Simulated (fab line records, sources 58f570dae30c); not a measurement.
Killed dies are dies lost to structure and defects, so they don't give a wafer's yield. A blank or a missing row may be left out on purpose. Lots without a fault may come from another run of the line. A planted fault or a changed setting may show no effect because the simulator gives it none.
Split-lot experiment | flow berkeley_cmos170 | 5 lots, 23 wafers read, on a route of 331 steps

THE SPLIT
At UCB170_NLDD_IMPLANT_09, the setting energy_kev was moved away from the recipe's 30 on 9 of the 23 wafers read, by -6.0% to -2.4%. The other wafers ran this setting at the recipe's value.

The reading is taken at the split's own step.

THE READING
implant.drp_nm (the simulator's own value, which no gauge read), in nm, at UCB170_NLDD_IMPLANT_09. The file gives no usual value for it.

wafer  | tool, chamber at the split | energy_kev as run | against the recipe | implant.drp_nm, nm | against lot-mates on the recipe
L074.1 | implanter-01, 0            | 28.78             | -4.1%              | 9.325              | -0.286
L074.3 | implanter-01, 0            | 28.78             | -4.1%              | 9.325              | -0.286
L074.4 | implanter-01, 0            | 30                | recipe             | 9.611              | -
L074.5 | implanter-01, 0            | 30                | recipe             | 9.611              | -
L074.6 | implanter-01, 0            | 30                | recipe             | 9.611              | -
L076.3 | implanter-01, 0            | 30                | recipe             | 9.611              | -
L076.5 | implanter-01, 0            | 30                | recipe             | 9.611              | -
L076.6 | implanter-01, 0            | 30                | recipe             | 9.611              | -
L078.2 | implanter-03, 0            | 30                | recipe             | 9.611              | -
L078.6 | implanter-03, 0            | 30                | recipe             | 9.611              | -
L078.3 | implanter-03, 0            | 29.29             | -2.4%              | 9.445              | -0.166
L078.4 | implanter-03, 0            | 29.29             | -2.4%              | 9.445              | -0.166
L078.5 | implanter-03, 0            | 29.29             | -2.4%              | 9.445              | -0.166
L079.2 | implanter-03, 0            | 30                | recipe             | 9.611              | -
L079.4 | implanter-03, 0            | 30                | recipe             | 9.611              | -
L079.5 | implanter-03, 0            | 30                | recipe             | 9.611              | -
L079.3 | implanter-03, 0            | 28.21             | -6.0%              | 9.191              | -0.420
L079.6 | implanter-03, 0            | 28.21             | -6.0%              | 9.191              | -0.420
L082.1 | implanter-03, 0            | 28.89             | -3.7%              | 9.351              | -0.260
L082.3 | implanter-03, 0            | 28.89             | -3.7%              | 9.351              | -0.260
L082.4 | implanter-03, 0            | 30                | recipe             | 9.611              | -
L082.5 | implanter-03, 0            | 30                | recipe             | 9.611              | -
L082.6 | implanter-03, 0            | 30                | recipe             | 9.611              | -

THE FIT
A straight line over all 23 wafers: implant.drp_nm changes by +0.0703 nm for each +1% of energy_kev; r = +1.00; the points scatter about the line by 0.00021 nm.
The same after taking each lot's own level away (the mean of its wafers on the recipe; 23 wafers): +0.0703 nm for each +1%; r = +1.00; scatter 0.00021 nm.
On that fit, the largest move of energy_kev shifts the reading by 0.42 nm.
The lots' own levels span 9.6110 to 9.6110 nm.
So the lot-to-lot level changes the slope little: the two slopes agree.
Check: with one of the wafers moved furthest among these (-6.0%) left out of the fit, the line predicts -0.42 nm for it against its lot-mates. It came out at -0.42 nm against them.

OTHER SPLITS ON THESE WAFERS
These wafers also went through other splits before the reading. Each is held against what the fit with the lots' levels taken away leaves over:
other split on the same wafers      | wafers away from the commonest value | r with implant.drp_nm (lot level and that fit taken away)
UCB170_ZERO_COAT_01 spin_rpm        | 4                                    | -0.14
UCB170_ZERO_ETCH_06 time_s          | 2                                    | +0.06
UCB170_NWELL_IMPLANT_14 energy_kev  | 11                                   | -0.14
UCB170_ACTIVE_CVD_05 pressure_mtorr | 15                                   | -0.31
UCB170_ACTIVE_PEB_11 peb_temp_c     | 5                                    | +0.29
UCB170_ACTIVE_STRIP_16 power_w      | 11                                   | +0.78
UCB170_GATE_EXPOSE_09 dose_mj       | 7                                    | -0.12
UCB170_GATE_PEB_10 peb_temp_c       | 9                                    | +0.01
UCB170_NLDD_COAT_01 resist_thk_nm   | 10                                   | -0.03

THE WHOLE CHAIN: every reading that the file lists as answering this split, in the file's order
step                   | what it does | reading                                                         | change (the file's fit)                | r (the file's)
UCB170_NLDD_IMPLANT_09 |              | implant.rp_nm (the simulator's own value, which no gauge read)  | +0.166 nm for each +1% of the setting  | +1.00
UCB170_NLDD_IMPLANT_09 |              | implant.drp_nm (the simulator's own value, which no gauge read) | +0.0702 nm for each +1% of the setting | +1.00

THE FILE'S OWN FIT
implant.drp_nm changes by +0.0702 nm for each +1% of energy_kev, r = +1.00.
